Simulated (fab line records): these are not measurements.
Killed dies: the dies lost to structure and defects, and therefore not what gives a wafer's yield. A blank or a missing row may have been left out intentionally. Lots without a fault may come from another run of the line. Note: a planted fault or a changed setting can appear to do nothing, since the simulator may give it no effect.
A single fault, viewed from 2 desks | flow berkeley cmos170 | every desk sees just its own numbers, and what lay behind them comes last

METROLOGY DESK
What the gauges read, lot by lot, whatever tool the lot ran on: means of the sampled wafers that have a number. Marked OUT: a lot whose mean sits more than 4 standard deviations from the usual mean, which makes it out of limits; the brackets give that distance.
Columns: A = M1_AL_THK at UCB170_M1_THK_MEAS_02, usual 607 nm
lot  | first seen here | A
L525 | day 7 06:04     | 598
L527 | day 7 07:27     | 612
L526 | day 7 07:36     | 609
L524 | day 7 07:44     | 609
L531 | day 8 20:30     | 599
L533 | day 8 23:19     | 609
L535 | day 9 13:31     | 610
L542 | day 10 23:31    | 612
L546 | day 11 18:01    | 603
Finding of this desk: none of the 9 lots has anything out of limits.

TOOL OWNER'S DESK, krf scanner-02
The tool's own readings at UCB170_M1_EXPOSE_06 (exposes mask METAL1, target cd 700 nm): means of the sampled wafers that have a number, for each lot that ran on this tool. Marked OUT: a lot whose mean sits more than 4 standard deviations from the usual mean, which makes it out of limits; the brackets give that distance.
Columns: A = exposure dose mJ cm2 at UCB170_M1_EXPOSE_06, usual 21.186
lot  | first seen here | A
L525 | day 7 06:35     | 21.205
L526 | day 7 08:22     | 21.170
L531 | day 8 21:09     | 21.100 (-4.1) OUT
This desk's verdict: out of limits on L531, starting with L531 at day 8 21:09 (exposure dose mJ cm2 at UCB170_M1_EXPOSE_06). In limits: L525, L526.

TAKEN TOGETHER
The tool owner's desk had the chance to raise an alarm at day 8 21:09 on L531.
Metrology desk: nothing out of limits seen.
The metrology desk has L531 on record, within its limits.
On krf scanner-02, each named lot ran UCB170_M1_EXPOSE_06.

WHAT WAS PUT IN BY THE SIMULATOR
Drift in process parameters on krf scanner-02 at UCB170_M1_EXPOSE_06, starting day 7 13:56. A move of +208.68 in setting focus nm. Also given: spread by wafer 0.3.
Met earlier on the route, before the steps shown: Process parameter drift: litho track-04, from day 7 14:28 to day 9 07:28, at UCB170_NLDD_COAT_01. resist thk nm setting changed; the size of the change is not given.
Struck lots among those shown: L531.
Hours from the fault's start to each desk's first reading out of limits: the tool owner's desk, 31.
